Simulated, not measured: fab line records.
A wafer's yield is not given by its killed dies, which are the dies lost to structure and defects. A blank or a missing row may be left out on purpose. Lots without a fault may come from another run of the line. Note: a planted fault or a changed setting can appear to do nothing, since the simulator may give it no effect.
What tool caused it? + flow rit_cmos + Sampling: 15 lots, 45 wafers, 3 of 202 route steps

WHAT THE GAUGES SHOWED, per wafer
RIT_NWELL_OVL_MEAS_06. Usual: for NWELL_OVL the level is -0.6 nm and the standard deviation is 1.6.
| lot  | measured    | on         | NWELL_OVL (nm) | flag |
|------|-------------|------------|----------------|------|
| L420 | day 1 22:52 | overlay-02 | 0.2 -0.7 -1.7  |      |
| L421 | day 2 02:08 | overlay-02 | -3.0 -1.3 -3.2 |      |
| L422 | day 2 10:32 | overlay-01 | 0.6 -0.1 -0.8  |      |
| L423 | day 2 14:59 | overlay-02 | -0.3 1.2 1.8   |      |
| L426 | day 3 04:44 | overlay-01 | - - -          | OFF  |
| L427 | day 3 08:29 | overlay-02 | - - -          | OFF  |
| L428 | day 3 15:23 | overlay-01 | - - -          | OFF  |
| L429 | day 3 19:45 | overlay-01 | 0.2 -1.6 0.5   |      |
| L430 | day 4 05:05 | overlay-02 | -3.0 -4.0 -3.3 |      |
| L435 | day 5 00:44 | overlay-01 | -2.9 -2.8 -3.6 |      |
| L436 | day 5 07:58 | overlay-02 | 1.2 -0.8 0.1   |      |
| L437 | day 5 11:28 | overlay-01 | 0.7 -0.1 2.2   |      |
| L439 | day 5 20:49 | overlay-02 | -1.8 -2.9 -1.1 |      |
| L441 | day 6 06:59 | overlay-01 | 0.6 0.6 0.9    |      |
| L443 | day 6 17:36 | overlay-02 | 1.5 -1.3 -2.6  |      |

RIT_PWELL_TW_MEAS_10. Usual: for PWELL_TW the level is 946 and the standard deviation is 8.9.
| lot  | measured    | on            | PWELL_TW       | flag |
|------|-------------|---------------|----------------|------|
| L420 | day 2 01:02 | film_metro-01 | 955 956 956    |      |
| L421 | day 2 04:25 | film_metro-02 | 929 933 926    |      |
| L422 | day 2 12:42 | film_metro-02 | 933 929 938    |      |
| L423 | day 2 17:08 | film_metro-01 | 958 957 953    |      |
| L426 | day 3 07:00 | film_metro-01 | 2201 2190 2192 | OFF  |
| L427 | day 3 10:41 | film_metro-04 | 2207 2208 2207 | OFF  |
| L428 | day 3 17:44 | film_metro-04 | 2190 2189 2205 | OFF  |
| L429 | day 3 22:06 | film_metro-01 | 956 948 952    |      |
| L430 | day 4 07:29 | film_metro-04 | 947 950 950    |      |
| L435 | day 5 03:07 | film_metro-02 | 937 932 939    |      |
| L436 | day 5 10:16 | film_metro-04 | 947 946 949    |      |
| L437 | day 5 13:46 | film_metro-04 | 950 951 948    |      |
| L439 | day 5 23:20 | film_metro-04 | 946 944 948    |      |
| L441 | day 6 09:09 | film_metro-01 | 953 953 954    |      |
| L443 | day 6 19:47 | film_metro-01 | 947 948 952    |      |

TOOL THAT RAN EACH LOT (tool first, then ch and the chambers of the sampled wafers, then the start)
| lot  | RIT_NWELL_COAT_01                |
|------|----------------------------------|
| L420 | litho_track-01 ch 0, day 1 22:01 |
| L421 | litho_track-02 ch 0, day 2 01:18 |
| L422 | litho_track-03 ch 0, day 2 09:49 |
| L423 | litho_track-02 ch 0, day 2 14:07 |
| L426 | litho_track-01, day 3 04:01      |
| L427 | litho_track-02, day 3 07:41      |
| L428 | litho_track-01, day 3 14:40      |
| L429 | litho_track-02 ch 0, day 3 19:01 |
| L430 | litho_track-03 ch 0, day 4 04:21 |
| L435 | litho_track-02 ch 0, day 5 00:01 |
| L436 | litho_track-02 ch 0, day 5 07:01 |
| L437 | litho_track-02 ch 0, day 5 10:46 |
| L439 | litho_track-01 ch 0, day 5 20:01 |
| L441 | litho_track-03 ch 0, day 6 06:15 |
| L443 | litho_track-02 ch 0, day 6 16:52 |
- RIT_NWELL_COAT_01: resist thk 1300 nm.

WHAT THE TOOLS THEMSELVES READ (means of the sampled wafers that have a number; where no wafer has one, the mark that the record gives instead)
RIT_NWELL_COAT_01. Usual: chill_plate_temp_C 22.97 C, standard deviation 0.11; dispense_pressure_kPa 46.2 kPa, standard deviation 1.8.
| lot  | tool           | chill_plate_temp_C (C) | dispense_pressure_kPa (kPa) | flag |
|------|----------------|------------------------|-----------------------------|------|
| L420 | litho_track-01 | 22.87                  | 44.5                        |      |
| L421 | litho_track-02 | 23.02                  | 48.5                        |      |
| L422 | litho_track-03 | 22.97                  | 46.4                        |      |
| L423 | litho_track-02 | 22.91                  | 48.5                        |      |
| L426 | litho_track-01 | -                      | -                           | OFF  |
| L427 | litho_track-02 | -                      | -                           | OFF  |
| L428 | litho_track-01 | -                      | -                           | OFF  |
| L429 | litho_track-02 | 23.04                  | 48.5                        |      |
| L430 | litho_track-03 | 22.83                  | 46.4                        |      |
| L435 | litho_track-02 | 23.07                  | 48.5                        |      |
| L436 | litho_track-02 | 22.86                  | 48.6                        |      |
| L437 | litho_track-02 | 22.98                  | 48.5                        |      |
| L439 | litho_track-01 | 22.95                  | 44.5                        |      |
| L441 | litho_track-03 | 23.04                  | 46.4                        |      |
| L443 | litho_track-02 | 22.85                  | 48.6                        |      |

THE ANSWER, worked out from the rows above alone
Rule: take the mean of a lot's wafers that have a number; if it is more than 3 standard deviations from the usual mean, the lot is off. Also off: a lot with no number at a reading for which 4 or more lots have one. All remaining lots with rows at the step are treated as sound. After the gauges, taken in route order, come the tools' own readings; for these a lot's mean is taken, as printed above. At the first step where some lot is off, the reading lying furthest off is the one used; lots without a number count as furthest.
Off: L426, L427, L428, seen at RIT_NWELL_OVL_MEAS_06 (NWELL_OVL). Without a number there: L426, L427, L428.
If a tool, at a process step before that reading, ran all the lots that are off and no sound lot after the first of them, it fits. The gauges at RIT_NWELL_OVL_MEAS_06 aren't tried: what is off there is off at RIT_PWELL_TW_MEAS_10 too, on other tools, and a gauge's error can't cause that. Not one of the candidates tried fits.

WHAT THE SIMULATOR HAD INSERTED
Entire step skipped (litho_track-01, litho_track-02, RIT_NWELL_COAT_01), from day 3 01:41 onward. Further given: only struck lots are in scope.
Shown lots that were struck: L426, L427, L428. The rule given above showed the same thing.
